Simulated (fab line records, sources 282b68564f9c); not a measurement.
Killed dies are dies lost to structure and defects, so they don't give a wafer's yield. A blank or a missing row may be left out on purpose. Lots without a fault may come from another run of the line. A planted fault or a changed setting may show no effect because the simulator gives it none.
A struck lot beside a sound one | flow rit_cmos | 17 steps out of a route of 202
Sound: wafers L259.3, L259.4, L259.5. Struck: wafers L271.3, L271.4, L271.6. The cause comes at the end.
At each step with rows: each side's tool, then ch and its chambers, then its first start. Under that, the readings that differ: sound wafers | struck wafers | difference of the means | sigmas: that difference in standard deviations of wafers without a fault.
alike: readings whose means differ by less than 2 such deviations, and words and numbers that are the same on both sides. not compared: withheld readings, readings that some wafer has no value for, bounds like >300 that may hide the same value, and numbers for which the record gives no deviation and whose values overlap.
The two part at a step that has a row with sigmas, a row that says differs or no value, or rows on one side only. Numbers that don't overlap but have no deviation are shown without sigmas and don't part them. A reading that every wafer of one side lacks parts them only if that side has two wafers or more.

first, 4 steps without rows for these wafers: RIT_GATE_CLEAN_01 (cleans in SC1, time 600 s); RIT_GATE_CLEAN_02 (cleans in dHF, time 30 s); RIT_GATE_CLEAN_03 (cleans in SC2, time 600 s); RIT_GATE_CLEAN_04 (cleans in dHF, time 60 s).
RIT_FOX2_THK_MEAS_91:
  sound on film_metro-04, day 2 18:33; struck on film_metro-03, day 5 06:35
  alike: FIELD_OXIDE_LEFT_2_THK
then, 2 steps without rows for these wafers: RIT_GATE_OXIDATION_05 (target thk 3 nm, ox time 270 s); RIT_GATE_ANNEAL_06 (time 600 s).
RIT_GATE_THK_MEAS_07:
  sound on film_metro-04, day 2 19:56; struck on film_metro-01, day 5 07:58
  alike: GATE_OXIDE_THK
then, 1 step without rows for these wafers: RIT_GATE_CVD_08 (deposits poly-Si from SiH4, target thk 250 nm, time 2220 s).
RIT_GATE_THK_MEAS_09:
  sound on film_metro-04, day 2 21:37; struck on film_metro-04, day 5 09:39
  alike: GATE_POLY_THK
then, 2 steps without rows for these wafers: RIT_GATE_HMDS_10 (prime time 60 s); RIT_GATE_COAT_11 (resist thk 850 nm).
RIT_GATE_SOFTBAKE_12: time 60 s.
  sound on litho_track-04 ch 0, day 2 22:04; struck on litho_track-04 ch 0, day 5 10:02
  reading                                   | sound             | struck            | difference | sigmas
  heater_power_total_W (W)                  | 34.55 34.63 34.54 | 35.59 35.59 35.51 | +0.99      | +21
  plate_temp_C (C)                          | 90.06 90.08 89.81 | 91.91 92.00 91.84 | +1.93      | +16
  model.NOVOLAK_of_GATE_COAT_11.thk_nm (nm) | 856.1 858.2 855.4 | 850.3 851.8 848   | -6.5       |
then, 2 steps without rows for these wafers: RIT_GATE_EXPOSE_13 (exposes mask M6, target cd 150 nm); RIT_GATE_PEB_14.
RIT_GATE_DEVELOP_15: develop time 50 s.
  sound on litho_track-04 ch 0; struck on litho_track-01 ch 0
  reading                                   | sound           | struck          | difference | sigmas
  model.NOVOLAK_of_GATE_COAT_11.thk_nm (nm) | 855.7 857.8 855 | 850 851.5 847.7 | -6         |
RIT_GATE_CD_MEAS_16: target cd 150 nm.
  sound on cd_sem-01, day 2 22:37; struck on cd_sem-02, day 5 10:35
  alike: cd_nm

WHERE THEY PART
Only at RIT_GATE_SOFTBAKE_12, within this record. Later steps at which nothing parts them and some readings are alike: RIT_GATE_CD_MEAS_16.

WHY: what the simulator had put in
Process parameter drift: litho_track-04, from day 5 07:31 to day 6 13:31, at RIT_GATE_SOFTBAKE_12. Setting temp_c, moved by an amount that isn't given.
